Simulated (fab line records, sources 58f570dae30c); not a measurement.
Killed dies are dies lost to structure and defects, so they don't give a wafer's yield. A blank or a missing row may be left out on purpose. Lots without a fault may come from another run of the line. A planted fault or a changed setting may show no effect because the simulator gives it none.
Which tool did it? | flow berkeley_cmos170 | 7 lots, 21 wafers sampled, at 3 steps of a route of 331

WHAT THE GAUGES READ, wafer by wafer
UCB170_GATE_THK_MEAS_02.
lot  | measured     | on            | GATE_OXIDE_THK (nm)
L106 | day 7 09:02  | film_metro-02 | 6.28 6.29 6.25
L108 | day 7 21:54  | film_metro-04 | 6.73 6.74 6.77
L110 | day 7 16:02  | film_metro-02 | 6.50 6.50 6.52
L111 | day 8 05:01  | film_metro-02 | 6.69 6.66 6.69
L114 | day 8 15:22  | film_metro-02 | 8.78 8.80 8.79
L119 | day 9 06:12  | film_metro-01 | 6.48 6.43 6.32
L126 | day 11 04:46 | film_metro-04 | 6.65 6.66 6.63

WHICH TOOL RAN EACH LOT (tool, then ch and the chambers of the sampled wafers, then the start)
lot  | UCB170_ZERO_ETCH_06               | UCB170_GATE_OXIDATION_01
L106 | rie_diel-01 ch 0,2,3, day 2 09:41 | furnace-01 ch 0, day 7 07:24
L108 | rie_diel-04 ch 0,1,2, day 2 19:59 | furnace-04 ch 0, day 7 20:23
L110 | rie_diel-01 ch 0,2,3, day 3 05:18 | furnace-01 ch 0, day 7 14:30
L111 | rie_diel-04 ch 0,2,3, day 3 14:53 | furnace-04 ch 0, day 8 03:29
L114 | rie_diel-04 ch 0,1,2, day 3 20:27 | furnace-04 ch 0, day 8 13:50
L119 | rie_diel-02 ch 1,2,3, day 4 22:39 | furnace-01 ch 0, day 9 04:42
L126 | rie_diel-04 ch 1,2, day 6 14:14   | furnace-01 ch 0, day 11 03:14
- UCB170_ZERO_ETCH_06: etches SiO2 in CHF3/CF4/Ar, time 12 s.
- UCB170_GATE_OXIDATION_01: target thk 6.6 nm, ox time 1800 s.

THE ANSWER, worked out from the rows above alone
Rule: what is usual is taken from the lots themselves. Put in order of their means at a reading, lots are off if they are a third of the lots or fewer, leave a main group of 4 or more, and stand apart from it by a gap of 3 or more times the standard deviation of the main group's means; of several such gaps the widest counts. A main group whose means are all the same, to the digits that the tables above print for the reading, isn't used. A lot without any number at a reading at which 4 lots or more have one is off too. The other lots that the step has rows for count as sound.
Off: L114, at UCB170_GATE_THK_MEAS_02 (GATE_OXIDE_THK). The main group: mean 6.54 nm, standard deviation 0.16.
A tool fits if, at a process step before that reading, it ran every lot that is off, and no sound lot after the first of them. The gauges at UCB170_GATE_THK_MEAS_02 are tried like those tools. Can't be told from this: 2 tools fit, furnace-04 at UCB170_GATE_OXIDATION_01, film_metro-02 at UCB170_GATE_THK_MEAS_02.

WHAT THE SIMULATOR HAD PUT IN
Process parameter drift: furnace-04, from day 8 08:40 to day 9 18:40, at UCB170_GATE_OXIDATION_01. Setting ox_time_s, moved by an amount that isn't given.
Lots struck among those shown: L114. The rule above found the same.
